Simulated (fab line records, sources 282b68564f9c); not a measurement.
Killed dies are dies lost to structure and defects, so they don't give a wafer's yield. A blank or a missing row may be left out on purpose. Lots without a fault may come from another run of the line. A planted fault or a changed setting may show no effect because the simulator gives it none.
Tool commonality check | flow rit_cmos | 15 lots, 45 wafers sampled

WHY IT WAS OPENED
At RIT_ACTIVE_THK_MEAS_04 the reading ACTIVE_NITRIDE_THK is flagged on 3 of 15 lots. Wafers without a fault read 152.6 nm, standard deviation 1.1.
Rule: a lot is flagged when every wafer of it that has a number lies more than 4 standard deviations from that mean, or none has a number. The other lots count as sound.

lot  | measured    | on            | ACTIVE_NITRIDE_THK (nm), wafer by wafer | flag
L699 | day 1 14:03 | film_metro-01 | 153.2 153.6 153.7                       |
L702 | day 2 05:35 | film_metro-03 | 151.7 153.1 153.9                       |
L703 | day 2 10:50 | film_metro-01 | 152.9 152.2 153.7                       |
L704 | day 2 15:06 | film_metro-02 | 153.2 152.4 152.3                       |
L705 | day 2 20:17 | film_metro-02 | 154.7 153.4 153.4                       |
L708 | day 3 12:28 | film_metro-02 | 153.6 153.2 152.5                       |
L709 | day 3 17:26 | film_metro-02 | 254.8 255.2 256.5                       | FLAGGED
L710 | day 3 20:32 | film_metro-02 | 255.5 256.9 257.4                       | FLAGGED
L711 | day 4 02:20 | film_metro-02 | 257.0 257.1 256.1                       | FLAGGED
L714 | day 4 18:27 | film_metro-01 | 151.8 152.6 152.6                       |
L715 | day 4 22:11 | film_metro-03 | 152.4 152.4 152.1                       |
L716 | day 5 02:35 | film_metro-02 | 153.2 151.5 152.8                       |
L717 | day 5 09:07 | film_metro-02 | 151.7 151.1 151.5                       |
L721 | day 6 04:29 | film_metro-01 | 151.1 151.3 151.3                       |
L722 | day 6 08:32 | film_metro-01 | 153.2 153.1 151.9                       |
The numbers of the flagged lots are 256.3 nm on average: +103.7 nm against the usual, or +94 standard deviations.

WHICH TOOL RAN EACH LOT
The record holds 1 process step before the reading, out of a route of 202 steps. In each cell: the tool, then ch and the chambers that the sampled wafers went through, then the start.
lot  | flag    | RIT_ACTIVE_CVD_03
L699 |         | lpcvd-01 ch 1, day 1 12:38
L702 |         | lpcvd-01 ch 0, day 2 03:27
L703 |         | lpcvd-01 ch 0, day 2 08:41
L704 |         | lpcvd-02 ch 0, day 2 13:40
L705 |         | lpcvd-02 ch 1, day 2 18:09
L708 |         | lpcvd-01 ch 0, day 3 11:03
L709 | FLAGGED | lpcvd-01 ch 1, day 3 16:00
L710 | FLAGGED | lpcvd-01 ch 1, day 3 19:07
L711 | FLAGGED | lpcvd-01 ch 0, day 4 00:55
L714 |         | lpcvd-02 ch 1, day 4 16:18
L715 |         | lpcvd-02 ch 1, day 4 20:46
L716 |         | lpcvd-02 ch 0, day 5 01:09
L717 |         | lpcvd-02 ch 0, day 5 07:41
L721 |         | lpcvd-02 ch 0, day 6 03:04
L722 |         | lpcvd-02 ch 1, day 6 07:07
What these steps do:
- RIT_ACTIVE_CVD_03: deposits Si3N4 from SiH2Cl2/NH3, target thk 150 nm, time 1527 s.
- RIT_ACTIVE_THK_MEAS_04

FLAGGED OVER TOTAL, TOOL BY TOOL (the gauges that took the reading come last)
step                   | tool          | lots run | flagged | share of the flagged lots | sound lots run after its first flagged lot
RIT_ACTIVE_CVD_03      | lpcvd-01      | 7        | 3       | all                       | 0
RIT_ACTIVE_CVD_03      | lpcvd-02      | 8        | 0       | none                      | -
RIT_ACTIVE_THK_MEAS_04 | film_metro-01 | 5        | 0       | none                      | -
RIT_ACTIVE_THK_MEAS_04 | film_metro-02 | 8        | 3       | all                       | 2 (L716,L717)
RIT_ACTIVE_THK_MEAS_04 | film_metro-03 | 2        | 0       | none                      | -

WHAT THE TABLE ALLOWS
2 rows of the table ran every flagged lot: lpcvd-01 at RIT_ACTIVE_CVD_03, film_metro-02 at RIT_ACTIVE_THK_MEAS_04.
- lpcvd-01 at RIT_ACTIVE_CVD_03: 3 of its 7 lots flagged. Its last sound lot is L708 (day 3 11:03), its first flagged lot L709 (day 3 16:00): a fault that began between those two fits. Its own readings lie more than 4 standard deviations out on every wafer of the flagged lots: spike_tc_centre_C, spike_tc_load_C, spike_tc_source_C.
- film_metro-02 at RIT_ACTIVE_THK_MEAS_04: 3 of its 8 lots flagged. Sound lots ran on it after the first flagged one (L716, L717), which a lasting fault on the whole tool wouldn't allow.
One tool is left: lpcvd-01 at RIT_ACTIVE_CVD_03.

WHAT THE SIMULATOR HAD PUT IN
Process parameter drift: lpcvd-01, from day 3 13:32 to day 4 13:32, at RIT_ACTIVE_CVD_03. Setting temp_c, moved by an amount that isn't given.
Lots struck among those shown: L709, L710, L711. The rule above found the same.
